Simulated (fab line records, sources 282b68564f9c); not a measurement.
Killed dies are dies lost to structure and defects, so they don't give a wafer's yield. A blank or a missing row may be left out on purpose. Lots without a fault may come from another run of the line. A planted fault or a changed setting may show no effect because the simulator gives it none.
Problem report in the 8D (eight disciplines) form, filled by code | flow rit_cmos | the parts of the form that need people (team, actions taken, sign-off) are left out

1. THE PROBLEM
heater_power_total_W at RIT_NLDD_HARDBAKE_07 reads a mean of 63.81 W on 9 wafers of 3 lots; wafers without a fault read 62.54 W with a standard deviation of 0.046. That is +28 standard deviations from the usual mean.
The step: time 60 s.
First seen on wafer L104.3, day 4 15:29, on litho_track-03. The record holds 45 wafers of 15 lots with a number at this step. Rule for "out", or "out of limits": more than 4 standard deviations from the usual mean. The other wafers with a number count as sound.

2. WHAT IT IS AND WHAT IT IS NOT
question                    | is                                 | is not
which readings at this step | heater_power_total_W, plate_temp_C | chill_plate_temp_C
which lots                  | L104, L110, L111                   | L101, L102, L103, L105, L112, L114, L115, L116, L118, L120, L997, L999
which wafers of those lots  | all that have a number             | -
read on which tools         | litho_track-03                     | litho_track-01, litho_track-04
when                        | from day 4 15:29                   | up to then (18 sound wafers); but 18 sound wafers of L112, L114, L115, L116, L118, L120 came after

3. SUSPECTS, AND WHAT RULES EACH OUT
Counting: a tool at a process step up to the reading stays a suspect if it ran every lot that is out and no sound lot after the first of them.
- litho_track-03 at RIT_NLDD_HARDBAKE_07 (time 60 s): kept. It ran every lot that is out, first L104 (day 4 15:29), and no sound lot after that; its last sound lot up to then is L103 (day 4 11:00). Its own readings are out on those wafers: heater_power_total_W, plate_temp_C.
Left after counting: litho_track-03 at RIT_NLDD_HARDBAKE_07.

4. THE CAUSE (what the simulator had put in)
Process parameter drift: litho_track-03, from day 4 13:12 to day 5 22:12, at RIT_NLDD_HARDBAKE_07. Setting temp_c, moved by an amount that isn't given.
Counting left only this tool.

5. THE CHAIN OF EFFECTS, in route order
Each row: a reading whose mean over the struck wafers that have a number lies more than 3 standard deviations from the usual. Only readings for which the record gives a usual standard deviation are gone through. hours: the time from each lot's start at the first step in this table that gives one to its start at this step, as a median over the lots. sigmas: the change in usual standard deviations.
hours | step                 | reading              | usual    | on struck wafers | change | sigmas
0     | RIT_NLDD_HARDBAKE_07 | heater_power_total_W | 62.54 W  | 63.81            | +1.27  | +28
0     | RIT_NLDD_HARDBAKE_07 | plate_temp_C         | 140.02 C | 142.23           | +2.21  | +17
The process steps in it:
- RIT_NLDD_HARDBAKE_07: time 60 s.

6. WHAT WOULD HAVE CAUGHT IT SOONER
In this record the first reading out of limits was taken at day 4 15:29, 2 hours after the fault began at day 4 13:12.
